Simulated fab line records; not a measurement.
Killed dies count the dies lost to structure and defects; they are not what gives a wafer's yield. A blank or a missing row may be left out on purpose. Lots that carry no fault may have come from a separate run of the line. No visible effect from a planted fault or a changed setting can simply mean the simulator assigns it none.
fab line records || flow rit-cmos
record {"lots": 14, "wafers": 42, "last-day": 7}
route steps=202 shown SPACER@128
lots that met no fault: from a run of the same line without faults
start-h: the number of hours between the record's first day and the start of the first shown wafer of the lot || wait-h: hours since the lot's step before || " same as the row above || L1.1+2: several wafers, shown together as one row || - no value, or no start given || * or withheld: withheld || < > ~ a bound
route shown NAME@n: NAME is a module with steps in the file, n the number in the route of the first one || usual: mean/standard deviation taken from wafers without a fault || same: alike in all rows || chamber/n: place in a boat || sites: readings site by site || _std_site: standard deviation of those values || _edge_site: mean of outer sites minus mean of inner sites || radius-mm: how far each site lies from the wafer's centre || mask NAME#n: copy n || behind: the tool/chamber that last shaped the wafer || hold: why the lot went on hold/how many hours it stayed there/how the hold came to an end || device: names the non-switching transistor (n, p or np) || end of line: tests run on the same wafers once the route is complete || a step without rows: its recipe alone || killed: dies that structure and defects cost at the first sort, which is not the same as the wafer's yield || map: dies across one wafer; x = killed, . = not, _ = none there
set.NAME: the setting the step ran with; set.NAME@STEP: the setting that earlier step ran with || model.NAME: the simulator's own value behind a step, which no gauge read
route steps across a sampled set of lots; one table per step, one row per wafer
services: the hour from which a tool's chamber was out of use, counted from the record's first day as start-h (under 0 if before that day), plus the number of hours and why
## steps
# step RIT_SPACER_CVD_03
# recipe {"material": "Si3N4", "target-thk-nm": 250, "temp-c": 810, "precursor": "SiH2Cl2/NH3", "time-s": 3300, "pressure-mtorr": 300, "sih2cl2-flow-sccm": 60, "nh3-flow-sccm": 150}
# usual {"sih2cl2-flow-sccm": "60.03/0.16", "spike-tc-centre-C": "812.6/1.4"}
{"lot.wafer": "L563.2", "tool": "lpcvd-01", "chamber": 0, "start-h": 43.61, "wait-h": 0.0, "sih2cl2-flow-sccm": 59.82, "spike-tc-centre-C": 812.9}
{"lot.wafer": "L563.3", "tool": "lpcvd-01", "chamber": 0, "start-h": 43.61, "wait-h": 0.0, "sih2cl2-flow-sccm": 60.14, "spike-tc-centre-C": 814.3}
{"lot.wafer": "L563.5", "tool": "lpcvd-01", "chamber": 0, "start-h": 43.61, "wait-h": 0.0, "sih2cl2-flow-sccm": 59.97, "spike-tc-centre-C": 814.2}
{"lot.wafer": "L564.4", "tool": "lpcvd-02", "chamber": 1, "start-h": 48.19, "wait-h": 0.0, "sih2cl2-flow-sccm": 59.93, "spike-tc-centre-C": 814.4}
{"lot.wafer": "L564.5", "tool": "lpcvd-02", "chamber": 1, "start-h": 48.19, "wait-h": 0.0, "sih2cl2-flow-sccm": 60.09, "spike-tc-centre-C": 811.7}
{"lot.wafer": "L564.6", "tool": "lpcvd-02", "chamber": 1, "start-h": 48.19, "wait-h": 0.0, "sih2cl2-flow-sccm": 59.99, "spike-tc-centre-C": 814.1}
{"lot.wafer": "L565.1", "tool": "lpcvd-02", "chamber": 0, "start-h": 54.79, "wait-h": 0.3, "sih2cl2-flow-sccm": 60.08, "spike-tc-centre-C": 811.6}
{"lot.wafer": "L565.3", "tool": "lpcvd-02", "chamber": 0, "start-h": 54.79, "wait-h": 0.3, "sih2cl2-flow-sccm": 59.83, "spike-tc-centre-C": 810.3}
{"lot.wafer": "L565.5", "tool": "lpcvd-02", "chamber": 0, "start-h": 54.79, "wait-h": 0.3, "sih2cl2-flow-sccm": 59.90, "spike-tc-centre-C": 810.9}
{"lot.wafer": "L566.2", "tool": "lpcvd-01", "chamber": 1, "start-h": 60.07, "wait-h": 0.0, "sih2cl2-flow-sccm": 59.87, "spike-tc-centre-C": 812.1}
{"lot.wafer": "L566.3", "tool": "lpcvd-01", "chamber": 1, "start-h": 60.07, "wait-h": 0.0, "sih2cl2-flow-sccm": 59.83, "spike-tc-centre-C": 810.8}
{"lot.wafer": "L566.5", "tool": "lpcvd-01", "chamber": 1, "start-h": 60.07, "wait-h": 0.0, "sih2cl2-flow-sccm": 59.87, "spike-tc-centre-C": 810.2}
{"lot.wafer": "L568.2", "tool": "lpcvd-02", "chamber": 0, "start-h": 68.06, "wait-h": 0.0, "sih2cl2-flow-sccm": 60.02, "spike-tc-centre-C": 810.8}
{"lot.wafer": "L568.3", "tool": "lpcvd-02", "chamber": 0, "start-h": 68.06, "wait-h": 0.0, "sih2cl2-flow-sccm": 59.96, "spike-tc-centre-C": 812.0}
{"lot.wafer": "L568.4", "tool": "lpcvd-02", "chamber": 0, "start-h": 68.06, "wait-h": 0.0, "sih2cl2-flow-sccm": 60.04, "spike-tc-centre-C": 813.2}
{"lot.wafer": "L570.1", "tool": "lpcvd-01", "chamber": 0, "start-h": 79.73, "wait-h": 0.0, "sih2cl2-flow-sccm": 60.12, "spike-tc-centre-C": 814.2}
{"lot.wafer": "L570.3", "tool": "lpcvd-01", "chamber": 0, "start-h": 79.73, "wait-h": 0.0, "sih2cl2-flow-sccm": 60.06, "spike-tc-centre-C": 813.2}
{"lot.wafer": "L570.6", "tool": "lpcvd-01", "chamber": 0, "start-h": 79.73, "wait-h": 0.0, "sih2cl2-flow-sccm": 60.32, "spike-tc-centre-C": 812.5}
{"lot.wafer": "L571.4", "tool": "lpcvd-02", "chamber": 1, "start-h": 84.50, "wait-h": 0.0, "sih2cl2-flow-sccm": 59.89, "spike-tc-centre-C": 814.5}
{"lot.wafer": "L571.5", "tool": "lpcvd-02", "chamber": 1, "start-h": 84.50, "wait-h": 0.0, "sih2cl2-flow-sccm": 59.95, "spike-tc-centre-C": 813.7}
{"lot.wafer": "L571.6", "tool": "lpcvd-02", "chamber": 1, "start-h": 84.50, "wait-h": 0.0, "sih2cl2-flow-sccm": 60.08, "spike-tc-centre-C": 813.9}
{"lot.wafer": "L572.1", "tool": "lpcvd-02", "chamber": 1, "start-h": 88.76, "wait-h": 0.0, "sih2cl2-flow-sccm": 60.08, "spike-tc-centre-C": 813.8}
{"lot.wafer": "L572.3", "tool": "lpcvd-02", "chamber": 1, "start-h": 88.76, "wait-h": 0.0, "sih2cl2-flow-sccm": 60.25, "spike-tc-centre-C": 813.0}
{"lot.wafer": "L572.6", "tool": "lpcvd-02", "chamber": 1, "start-h": 88.76, "wait-h": 0.0, "sih2cl2-flow-sccm": 60.03, "spike-tc-centre-C": 812.1}
{"lot.wafer": "L573.1", "tool": "lpcvd-02", "chamber": 1, "start-h": 94.41, "wait-h": 0.0, "sih2cl2-flow-sccm": 60.33, "spike-tc-centre-C": 813.4}
{"lot.wafer": "L573.2", "tool": "lpcvd-02", "chamber": 1, "start-h": 94.41, "wait-h": 0.0, "sih2cl2-flow-sccm": 60.02, "spike-tc-centre-C": 813.4}
{"lot.wafer": "L573.3", "tool": "lpcvd-02", "chamber": 1, "start-h": 94.41, "wait-h": 0.0, "sih2cl2-flow-sccm": 60.08, "spike-tc-centre-C": 814.5}
{"lot.wafer": "L574.4", "tool": "lpcvd-01", "chamber": 0, "start-h": 99.31, "wait-h": 0.9, "sih2cl2-flow-sccm": 59.87, "spike-tc-centre-C": 814.7}
{"lot.wafer": "L574.5", "tool": "lpcvd-01", "chamber": 0, "start-h": 99.31, "wait-h": 0.9, "sih2cl2-flow-sccm": 60.20, "spike-tc-centre-C": 813.6}
{"lot.wafer": "L574.6", "tool": "lpcvd-01", "chamber": 0, "start-h": 99.31, "wait-h": 0.9, "sih2cl2-flow-sccm": 60.02, "spike-tc-centre-C": 813.6}
{"lot.wafer": "L576.3", "tool": "lpcvd-01", "chamber": 1, "start-h": 110.04, "wait-h": 0.6, "sih2cl2-flow-sccm": 60.12, "spike-tc-centre-C": 812.8}
{"lot.wafer": "L576.5", "tool": "lpcvd-01", "chamber": 1, "start-h": 110.04, "wait-h": 0.6, "sih2cl2-flow-sccm": 59.95, "spike-tc-centre-C": 810.8}
{"lot.wafer": "L576.6", "tool": "lpcvd-01", "chamber": 1, "start-h": 110.04, "wait-h": 0.6, "sih2cl2-flow-sccm": 59.92, "spike-tc-centre-C": 811.8}
{"lot.wafer": "L577.3", "tool": "lpcvd-01", "chamber": 1, "start-h": 114.39, "wait-h": 0.0, "sih2cl2-flow-sccm": 59.85, "spike-tc-centre-C": 811.5}
{"lot.wafer": "L577.4", "tool": "lpcvd-01", "chamber": 1, "start-h": 114.39, "wait-h": 0.0, "sih2cl2-flow-sccm": 59.74, "spike-tc-centre-C": 811.1}
{"lot.wafer": "L577.5", "tool": "lpcvd-01", "chamber": 1, "start-h": 114.39, "wait-h": 0.0, "sih2cl2-flow-sccm": 59.65, "spike-tc-centre-C": 812.2}
{"lot.wafer": "L585.3", "tool": "lpcvd-02", "chamber": 1, "start-h": 154.40, "wait-h": 0.0, "sih2cl2-flow-sccm": 60.06, "spike-tc-centre-C": 811.8}
{"lot.wafer": "L585.4", "tool": "lpcvd-02", "chamber": 1, "start-h": 154.40, "wait-h": 0.0, "sih2cl2-flow-sccm": 60.10, "spike-tc-centre-C": 812.0}
{"lot.wafer": "L585.6", "tool": "lpcvd-02", "chamber": 1, "start-h": 154.40, "wait-h": 0.0, "sih2cl2-flow-sccm": 59.88, "spike-tc-centre-C": 812.9}
{"lot.wafer": "L586.1", "tool": "lpcvd-02", "chamber": 1, "start-h": 160.07, "wait-h": 0.0, "sih2cl2-flow-sccm": 60.28, "spike-tc-centre-C": 813.5}
{"lot.wafer": "L586.2", "tool": "lpcvd-02", "chamber": 1, "start-h": 160.07, "wait-h": 0.0, "sih2cl2-flow-sccm": 59.95, "spike-tc-centre-C": 812.9}
{"lot.wafer": "L586.6", "tool": "lpcvd-02", "chamber": 1, "start-h": 160.07, "wait-h": 0.0, "sih2cl2-flow-sccm": 60.43, "spike-tc-centre-C": 812.2}
# step RIT_SPACER_THK_MEAS_04
# recipe {"reads": "Si3N4_of_SPACER_CVD_03"}
# usual {"SPACER_NITRIDE_THK": "251.0/2.2"}
{"lot.wafer": "L563.2", "tool": "film-metro-03", "chamber": "-", "start-h": 45.54, "wait-h": 0.0, "SPACER_NITRIDE_THK[nm]": 246.9}
{"lot.wafer": "L563.3", "tool": "film-metro-03", "chamber": "-", "start-h": 45.54, "wait-h": 0.0, "SPACER_NITRIDE_THK[nm]": 245.0}
{"lot.wafer": "L563.5", "tool": "film-metro-03", "chamber": "-", "start-h": 45.54, "wait-h": 0.0, "SPACER_NITRIDE_THK[nm]": 246.0}
{"lot.wafer": "L564.4", "tool": "film-metro-01", "chamber": "-", "start-h": 50.13, "wait-h": 0.0, "SPACER_NITRIDE_THK[nm]": 250.8}
{"lot.wafer": "L564.5", "tool": "film-metro-01", "chamber": "-", "start-h": 50.13, "wait-h": 0.0, "SPACER_NITRIDE_THK[nm]": 254.0}
{"lot.wafer": "L564.6", "tool": "film-metro-01", "chamber": "-", "start-h": 50.13, "wait-h": 0.0, "SPACER_NITRIDE_THK[nm]": 254.4}
{"lot.wafer": "L565.1", "tool": "film-metro-01", "chamber": "-", "start-h": 56.71, "wait-h": 0.0, "SPACER_NITRIDE_THK[nm]": 252.9}
{"lot.wafer": "L565.3", "tool": "film-metro-01", "chamber": "-", "start-h": 56.71, "wait-h": 0.0, "SPACER_NITRIDE_THK[nm]": 254.3}
{"lot.wafer": "L565.5", "tool": "film-metro-01", "chamber": "-", "start-h": 56.71, "wait-h": 0.0, "SPACER_NITRIDE_THK[nm]": 253.3}
{"lot.wafer": "L566.2", "tool": "film-metro-04", "chamber": "-", "start-h": 62.96, "wait-h": 0.0, "SPACER_NITRIDE_THK[nm]": 253.8}
{"lot.wafer": "L566.3", "tool": "film-metro-04", "chamber": "-", "start-h": 62.96, "wait-h": 0.0, "SPACER_NITRIDE_THK[nm]": 254.2}
{"lot.wafer": "L566.5", "tool": "film-metro-04", "chamber": "-", "start-h": 62.96, "wait-h": 0.0, "SPACER_NITRIDE_THK[nm]": 253.8}
{"lot.wafer": "L568.2", "tool": "film-metro-03", "chamber": "-", "start-h": 69.99, "wait-h": 0.0, "SPACER_NITRIDE_THK[nm]": 251.3}
{"lot.wafer": "L568.3", "tool": "film-metro-03", "chamber": "-", "start-h": 69.99, "wait-h": 0.0, "SPACER_NITRIDE_THK[nm]": 249.3}
{"lot.wafer": "L568.4", "tool": "film-metro-03", "chamber": "-", "start-h": 69.99, "wait-h": 0.0, "SPACER_NITRIDE_THK[nm]": 251.9}
{"lot.wafer": "L570.1", "tool": "film-metro-01", "chamber": "-", "start-h": 81.64, "wait-h": 0.0, "SPACER_NITRIDE_THK[nm]": 252.0}
{"lot.wafer": "L570.3", "tool": "film-metro-01", "chamber": "-", "start-h": 81.64, "wait-h": 0.0, "SPACER_NITRIDE_THK[nm]": 251.5}
{"lot.wafer": "L570.6", "tool": "film-metro-01", "chamber": "-", "start-h": 81.64, "wait-h": 0.0, "SPACER_NITRIDE_THK[nm]": 249.1}
{"lot.wafer": "L571.4", "tool": "film-metro-04", "chamber": "-", "start-h": 87.41, "wait-h": 0.0, "SPACER_NITRIDE_THK[nm]": 252.0}
{"lot.wafer": "L571.5", "tool": "film-metro-04", "chamber": "-", "start-h": 87.41, "wait-h": 0.0, "SPACER_NITRIDE_THK[nm]": 250.9}
{"lot.wafer": "L571.6", "tool": "film-metro-04", "chamber": "-", "start-h": 87.41, "wait-h": 0.0, "SPACER_NITRIDE_THK[nm]": 250.9}
{"lot.wafer": "L572.1", "tool": "film-metro-01", "chamber": "-", "start-h": 90.68, "wait-h": 0.0, "SPACER_NITRIDE_THK[nm]": 251.3}
{"lot.wafer": "L572.3", "tool": "film-metro-01", "chamber": "-", "start-h": 90.68, "wait-h": 0.0, "SPACER_NITRIDE_THK[nm]": 253.6}
{"lot.wafer": "L572.6", "tool": "film-metro-01", "chamber": "-", "start-h": 90.68, "wait-h": 0.0, "SPACER_NITRIDE_THK[nm]": 251.8}
{"lot.wafer": "L573.1", "tool": "film-metro-03", "chamber": "-", "start-h": 96.33, "wait-h": 0.0, "SPACER_NITRIDE_THK[nm]": 248.8}
{"lot.wafer": "L573.2", "tool": "film-metro-03", "chamber": "-", "start-h": 96.33, "wait-h": 0.0, "SPACER_NITRIDE_THK[nm]": 248.1}
{"lot.wafer": "L573.3", "tool": "film-metro-03", "chamber": "-", "start-h": 96.33, "wait-h": 0.0, "SPACER_NITRIDE_THK[nm]": 247.4}
{"lot.wafer": "L574.4", "tool": "film-metro-04", "chamber": "-", "start-h": 101.26, "wait-h": 0.0, "SPACER_NITRIDE_THK[nm]": 252.1}
{"lot.wafer": "L574.5", "tool": "film-metro-04", "chamber": "-", "start-h": 101.26, "wait-h": 0.0, "SPACER_NITRIDE_THK[nm]": 251.8}
{"lot.wafer": "L574.6", "tool": "film-metro-04", "chamber": "-", "start-h": 101.26, "wait-h": 0.0, "SPACER_NITRIDE_THK[nm]": 253.7}
{"lot.wafer": "L576.3", "tool": "film-metro-01", "chamber": "-", "start-h": 112.93, "wait-h": 0.0, "SPACER_NITRIDE_THK[nm]": 249.7}
{"lot.wafer": "L576.5", "tool": "film-metro-01", "chamber": "-", "start-h": 112.93, "wait-h": 0.0, "SPACER_NITRIDE_THK[nm]": 248.4}
{"lot.wafer": "L576.6", "tool": "film-metro-01", "chamber": "-", "start-h": 112.93, "wait-h": 0.0, "SPACER_NITRIDE_THK[nm]": 250.2}
{"lot.wafer": "L577.3", "tool": "film-metro-03", "chamber": "-", "start-h": 116.32, "wait-h": 0.0, "SPACER_NITRIDE_THK[nm]": 249.7}
{"lot.wafer": "L577.4", "tool": "film-metro-03", "chamber": "-", "start-h": 116.32, "wait-h": 0.0, "SPACER_NITRIDE_THK[nm]": 249.1}
{"lot.wafer": "L577.5", "tool": "film-metro-03", "chamber": "-", "start-h": 116.32, "wait-h": 0.0, "SPACER_NITRIDE_THK[nm]": 250.6}
{"lot.wafer": "L585.3", "tool": "film-metro-01", "chamber": "-", "start-h": 156.34, "wait-h": 0.0, "SPACER_NITRIDE_THK[nm]": 143.3}
{"lot.wafer": "L585.4", "tool": "film-metro-01", "chamber": "-", "start-h": 156.34, "wait-h": 0.0, "SPACER_NITRIDE_THK[nm]": 142.6}
{"lot.wafer": "L585.6", "tool": "film-metro-01", "chamber": "-", "start-h": 156.34, "wait-h": 0.0, "SPACER_NITRIDE_THK[nm]": 141.8}
{"lot.wafer": "L586.1", "tool": "film-metro-04", "chamber": "-", "start-h": 161.98, "wait-h": 0.0, "SPACER_NITRIDE_THK[nm]": 140.4}
{"lot.wafer": "L586.2", "tool": "film-metro-04", "chamber": "-", "start-h": 161.98, "wait-h": 0.0, "SPACER_NITRIDE_THK[nm]": 141.9}
{"lot.wafer": "L586.6", "tool": "film-metro-04", "chamber": "-", "start-h": 161.98, "wait-h": 0.0, "SPACER_NITRIDE_THK[nm]": 139.8}
# step RIT_SPACER_ETCHBACK_05
# recipe {"target-depth-a": 2500, "SF6_flow_sccm": 30, "CHF3_flow_sccm": 30, "target": "Si3N4", "chemistry": "SF6/CHF3", "pressure-mtorr": 40, "rf-w": 250, "time-s": 240, "stop-on": "SiO2"}
# usual {"drypump-motor-current-A": "6.1/0.36", "oes-product-au": "0.848/0.013", "throttle-valve-pct": "10.30/0.15"}
{"lot.wafer": "L563.2", "tool": "rie-diel-04", "chamber": 0, "start-h": 45.59, "wait-h": 0.0, "drypump-motor-current-A": 5.7, "oes-product-au": 0.821, "rf-hours-counter-h": 130, "throttle-valve-pct": 10.10}
{"lot.wafer": "L563.3", "tool": "rie-diel-04", "chamber": 1, "start-h": 45.59, "wait-h": 0.0, "drypump-motor-current-A": 5.5, "oes-product-au": 0.834, "rf-hours-counter-h": 33, "throttle-valve-pct": 10.28}
{"lot.wafer": "L563.5", "tool": "rie-diel-04", "chamber": 1, "start-h": 45.59, "wait-h": 0.0, "drypump-motor-current-A": 5.5, "oes-product-au": 0.836, "rf-hours-counter-h": "-", "throttle-valve-pct": 10.28}
{"lot.wafer": "L564.4", "tool": "rie-diel-03", "chamber": 0, "start-h": 50.24, "wait-h": 0.1, "drypump-motor-current-A": 5.9, "oes-product-au": 0.848, "rf-hours-counter-h": "-", "throttle-valve-pct": 10.46}
{"lot.wafer": "L564.5", "tool": "rie-diel-03", "chamber": 1, "start-h": 50.24, "wait-h": 0.1, "drypump-motor-current-A": 6.0, "oes-product-au": 0.853, "rf-hours-counter-h": "-", "throttle-valve-pct": 10.24}
{"lot.wafer": "L564.6", "tool": "rie-diel-03", "chamber": 3, "start-h": 50.24, "wait-h": 0.1, "drypump-motor-current-A": 6.4, "oes-product-au": 0.868, "rf-hours-counter-h": "-", "throttle-valve-pct": 10.54}
{"lot.wafer": "L565.1", "tool": "rie-diel-02", "chamber": 1, "start-h": 56.77, "wait-h": 0.1, "drypump-motor-current-A": 5.7, "oes-product-au": 0.856, "rf-hours-counter-h": 110, "throttle-valve-pct": 10.40}
{"lot.wafer": "L565.3", "tool": "rie-diel-02", "chamber": 3, "start-h": 56.77, "wait-h": 0.1, "drypump-motor-current-A": 6.4, "oes-product-au": 0.865, "rf-hours-counter-h": 151, "throttle-valve-pct": 10.49}
{"lot.wafer": "L565.5", "tool": "rie-diel-02", "chamber": 1, "start-h": 56.77, "wait-h": 0.1, "drypump-motor-current-A": 5.7, "oes-product-au": 0.849, "rf-hours-counter-h": "-", "throttle-valve-pct": 10.39}
{"lot.wafer": "L566.2", "tool": "rie-diel-03", "chamber": 2, "start-h": 63.01, "wait-h": 0.0, "drypump-motor-current-A": 6.0, "oes-product-au": 0.858, "rf-hours-counter-h": 7, "throttle-valve-pct": 10.41}
{"lot.wafer": "L566.3", "tool": "rie-diel-03", "chamber": 3, "start-h": 63.01, "wait-h": 0.0, "drypump-motor-current-A": 6.3, "oes-product-au": 0.851, "rf-hours-counter-h": 1, "throttle-valve-pct": 10.55}
{"lot.wafer": "L566.5", "tool": "rie-diel-03", "chamber": 0, "start-h": 63.01, "wait-h": 0.0, "drypump-motor-current-A": 5.9, "oes-product-au": 0.846, "rf-hours-counter-h": "-", "throttle-valve-pct": 10.45}
{"lot.wafer": "L568.2", "tool": "rie-diel-04", "chamber": 3, "start-h": 70.04, "wait-h": 0.0, "drypump-motor-current-A": 6.0, "oes-product-au": 0.852, "rf-hours-counter-h": 4, "throttle-valve-pct": 10.27}
{"lot.wafer": "L568.3", "tool": "rie-diel-04", "chamber": 1, "start-h": 70.04, "wait-h": 0.0, "drypump-motor-current-A": 5.4, "oes-product-au": 0.842, "rf-hours-counter-h": 33, "throttle-valve-pct": 10.28}
{"lot.wafer": "L568.4", "tool": "rie-diel-04", "chamber": 0, "start-h": 70.04, "wait-h": 0.0, "drypump-motor-current-A": 5.7, "oes-product-au": 0.837, "rf-hours-counter-h": 130, "throttle-valve-pct": 10.11}
{"lot.wafer": "L570.1", "tool": "rie-diel-04", "chamber": 1, "start-h": 81.70, "wait-h": 0.1, "drypump-motor-current-A": 5.5, "oes-product-au": 0.842, "rf-hours-counter-h": 33, "throttle-valve-pct": 10.29}
{"lot.wafer": "L570.3", "tool": "rie-diel-04", "chamber": 2, "start-h": 81.70, "wait-h": 0.1, "drypump-motor-current-A": 6.2, "oes-product-au": 0.860, "rf-hours-counter-h": 160, "throttle-valve-pct": 10.19}
{"lot.wafer": "L570.6", "tool": "rie-diel-04", "chamber": 1, "start-h": 81.70, "wait-h": 0.1, "drypump-motor-current-A": 5.4, "oes-product-au": 0.838, "rf-hours-counter-h": "-", "throttle-valve-pct": 10.27}
{"lot.wafer": "L571.4", "tool": "rie-diel-02", "chamber": 0, "start-h": 87.44, "wait-h": 0.0, "drypump-motor-current-A": 6.7, "oes-product-au": 0.843, "rf-hours-counter-h": 65, "throttle-valve-pct": 10.06}
{"lot.wafer": "L571.5", "tool": "rie-diel-02", "chamber": 3, "start-h": 87.44, "wait-h": 0.0, "drypump-motor-current-A": 6.5, "oes-product-au": 0.877, "rf-hours-counter-h": "-", "throttle-valve-pct": 10.47}
{"lot.wafer": "L571.6", "tool": "rie-diel-02", "chamber": 0, "start-h": 87.44, "wait-h": 0.0, "drypump-motor-current-A": 6.7, "oes-product-au": 0.845, "rf-hours-counter-h": "-", "throttle-valve-pct": 10.05}
{"lot.wafer": "L572.1", "tool": "rie-diel-02", "chamber": 1, "start-h": 90.74, "wait-h": 0.1, "drypump-motor-current-A": 5.7, "oes-product-au": 0.842, "rf-hours-counter-h": 110, "throttle-valve-pct": 10.39}
{"lot.wafer": "L572.3", "tool": "rie-diel-02", "chamber": 3, "start-h": 90.74, "wait-h": 0.1, "drypump-motor-current-A": 6.5, "oes-product-au": 0.879, "rf-hours-counter-h": 152, "throttle-valve-pct": 10.48}
{"lot.wafer": "L572.6", "tool": "rie-diel-02", "chamber": 2, "start-h": 90.74, "wait-h": 0.1, "drypump-motor-current-A": 5.9, "oes-product-au": 0.846, "rf-hours-counter-h": "-", "throttle-valve-pct": 10.23}
{"lot.wafer": "L573.1", "tool": "rie-diel-03", "chamber": 0, "start-h": 96.39, "wait-h": 0.1, "drypump-motor-current-A": 5.9, "oes-product-au": 0.837, "rf-hours-counter-h": 21, "throttle-valve-pct": 10.45}
{"lot.wafer": "L573.2", "tool": "rie-diel-03", "chamber": 3, "start-h": 96.39, "wait-h": 0.1, "drypump-motor-current-A": 6.4, "oes-product-au": 0.831, "rf-hours-counter-h": 2, "throttle-valve-pct": 10.54}
{"lot.wafer": "L573.3", "tool": "rie-diel-03", "chamber": 2, "start-h": 96.39, "wait-h": 0.1, "drypump-motor-current-A": 6.0, "oes-product-au": 0.834, "rf-hours-counter-h": 8, "throttle-valve-pct": 10.40}
{"lot.wafer": "L574.4", "tool": "rie-diel-04", "chamber": 0, "start-h": 101.29, "wait-h": 0.0, "drypump-motor-current-A": 5.7, "oes-product-au": 0.840, "rf-hours-counter-h": 131, "throttle-valve-pct": 10.11}
{"lot.wafer": "L574.5", "tool": "rie-diel-04", "chamber": 1, "start-h": 101.29, "wait-h": 0.0, "drypump-motor-current-A": 5.4, "oes-product-au": 0.852, "rf-hours-counter-h": "-", "throttle-valve-pct": 10.29}
{"lot.wafer": "L574.6", "tool": "rie-diel-04", "chamber": 2, "start-h": 101.29, "wait-h": 0.0, "drypump-motor-current-A": 6.2, "oes-product-au": 0.868, "rf-hours-counter-h": "-", "throttle-valve-pct": 10.22}
{"lot.wafer": "L576.3", "tool": "rie-diel-03", "chamber": 3, "start-h": 112.97, "wait-h": 0.0, "drypump-motor-current-A": 6.4, "oes-product-au": 0.843, "rf-hours-counter-h": 2, "throttle-valve-pct": 10.55}
{"lot.wafer": "L576.5", "tool": "rie-diel-03", "chamber": 3, "start-h": 112.97, "wait-h": 0.0, "drypump-motor-current-A": 6.3, "oes-product-au": 0.854, "rf-hours-counter-h": "-", "throttle-valve-pct": 10.55}
{"lot.wafer": "L576.6", "tool": "rie-diel-03", "chamber": 0, "start-h": 112.97, "wait-h": 0.0, "drypump-motor-current-A": 5.9, "oes-product-au": 0.842, "rf-hours-counter-h": "-", "throttle-valve-pct": 10.43}
{"lot.wafer": "L577.3", "tool": "rie-diel-02", "chamber": 0, "start-h": 116.44, "wait-h": 0.1, "drypump-motor-current-A": 6.7, "oes-product-au": 0.831, "rf-hours-counter-h": "-", "throttle-valve-pct": 10.04}
{"lot.wafer": "L577.4", "tool": "rie-diel-02", "chamber": 3, "start-h": 116.44, "wait-h": 0.1, "drypump-motor-current-A": 6.4, "oes-product-au": 0.869, "rf-hours-counter-h": "-", "throttle-valve-pct": 10.49}
{"lot.wafer": "L577.5", "tool": "rie-diel-02", "chamber": 0, "start-h": 116.44, "wait-h": 0.1, "drypump-motor-current-A": 6.7, "oes-product-au": 0.843, "rf-hours-counter-h": "-", "throttle-valve-pct": 10.05}
{"lot.wafer": "L585.3", "tool": "rie-diel-04", "chamber": 2, "start-h": 156.38, "wait-h": 0.0, "drypump-motor-current-A": 6.2, "oes-product-au": 0.591, "rf-hours-counter-h": 1, "throttle-valve-pct": 10.14}
{"lot.wafer": "L585.4", "tool": "rie-diel-04", "chamber": 1, "start-h": 156.38, "wait-h": 0.0, "drypump-motor-current-A": 5.5, "oes-product-au": 0.582, "rf-hours-counter-h": 35, "throttle-valve-pct": 10.18}
{"lot.wafer": "L585.6", "tool": "rie-diel-04", "chamber": 0, "start-h": 156.38, "wait-h": 0.0, "drypump-motor-current-A": 5.8, "oes-product-au": 0.568, "rf-hours-counter-h": "-", "throttle-valve-pct": 10.02}
{"lot.wafer": "L586.1", "tool": "rie-diel-04", "chamber": 2, "start-h": 162.04, "wait-h": 0.1, "drypump-motor-current-A": 6.1, "oes-product-au": 0.590, "rf-hours-counter-h": 1, "throttle-valve-pct": 10.14}
{"lot.wafer": "L586.2", "tool": "rie-diel-04", "chamber": 3, "start-h": 162.04, "wait-h": 0.1, "drypump-motor-current-A": 6.0, "oes-product-au": 0.585, "rf-hours-counter-h": 6, "throttle-valve-pct": 10.17}
{"lot.wafer": "L586.6", "tool": "rie-diel-04", "chamber": 2, "start-h": 162.04, "wait-h": 0.1, "drypump-motor-current-A": 6.2, "oes-product-au": 0.583, "rf-hours-counter-h": "-", "throttle-valve-pct": 10.15}
## services
{"tool": "rie-diel-02", "chamber": 1, "start-h": 21.44, "hours": 2.9, "kind": "repair"}
{"tool": "rie-diel-03", "chamber": 2, "start-h": 46.45, "hours": 9.0, "kind": "repair"}
{"tool": "rie-diel-04", "chamber": "-", "start-h": 48.42, "hours": 15.2, "kind": "repair"}
{"tool": "rie-diel-03", "chamber": 0, "start-h": 58.11, "hours": 2.8, "kind": "repair"}
{"tool": "rie-diel-03", "chamber": 1, "start-h": 72.59, "hours": 11.7, "kind": "repair"}
{"tool": "rie-diel-03", "chamber": 2, "start-h": 83.28, "hours": 2.2, "kind": "repair"}
{"tool": "rie-diel-04", "chamber": 0, "start-h": 83.70, "hours": 4.1, "kind": "repair"}
{"tool": "rie-diel-02", "chamber": 2, "start-h": 95.63, "hours": "-", "kind": "clean"}
{"tool": "rie-diel-02", "chamber": 2, "start-h": 95.63, "hours": 36.7, "kind": "scheduled-down"}
{"tool": "rie-diel-02", "chamber": 2, "start-h": 95.63, "hours": 36.7, "kind": "vent-cycle"}
{"tool": "lpcvd-02", "chamber": "-", "start-h": 101.58, "hours": 6.0, "kind": "pm"}
{"tool": "rie-diel-03", "chamber": 3, "start-h": 103.44, "hours": 3.8, "kind": "repair"}
{"tool": "rie-diel-04", "chamber": 2, "start-h": 104.53, "hours": "-", "kind": "clean"}
{"tool": "rie-diel-04", "chamber": 2, "start-h": 104.53, "hours": 24.1, "kind": "scheduled-down"}
{"tool": "rie-diel-04", "chamber": 2, "start-h": 104.53, "hours": 24.1, "kind": "vent-cycle"}
{"tool": "rie-diel-02", "chamber": 1, "start-h": 115.91, "hours": 2.9, "kind": "repair"}
{"tool": "rie-diel-02", "chamber": 3, "start-h": 132.35, "hours": "-", "kind": "clean"}
{"tool": "rie-diel-02", "chamber": 3, "start-h": 132.35, "hours": 18.6, "kind": "scheduled-down"}
{"tool": "rie-diel-02", "chamber": 3, "start-h": 132.35, "hours": 18.6, "kind": "vent-cycle"}
## key
first-sign {"step": "RIT_SPACER_THK_MEAS_04", "reading": "SPACER_NITRIDE_THK", "direction": "down", "sigmas": 49, "usual": 251.0, "struck": 141.6}
effect {"step": "RIT_SPACER_ETCHBACK_05", "reading": "oes-product-au", "direction": "down", "sigmas": 20, "usual": 0.848, "struck": 0.583}
met-at RIT_SPACER_CVD_03
struck-lots L585,L586
struck-wafers L585.3,L585.4,L585.6,L586.1,L586.2,L586.6
tester-left-out L585,L586
onset-between 94.41 154.40
also-fits time
fault {"kind": "process-parameter-drift", "tool": "lpcvd-02", "chamber": 1, "onset-h": 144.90, "steps": "RIT_SPACER_CVD_03", "channel": "target-thk-nm", "offset": -108.34, "shape": "step", "end-h": 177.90, "acts-in": "these-recipes-only", "stated": 250}
# tester-left-out: of these lots the tester's yield and bins aren't shown, on N5 and GAA mostly nor the transistor test; their killed dies are dies lost to structure and defects alone, not to doping, threshold or leakage, so they don't give the yield
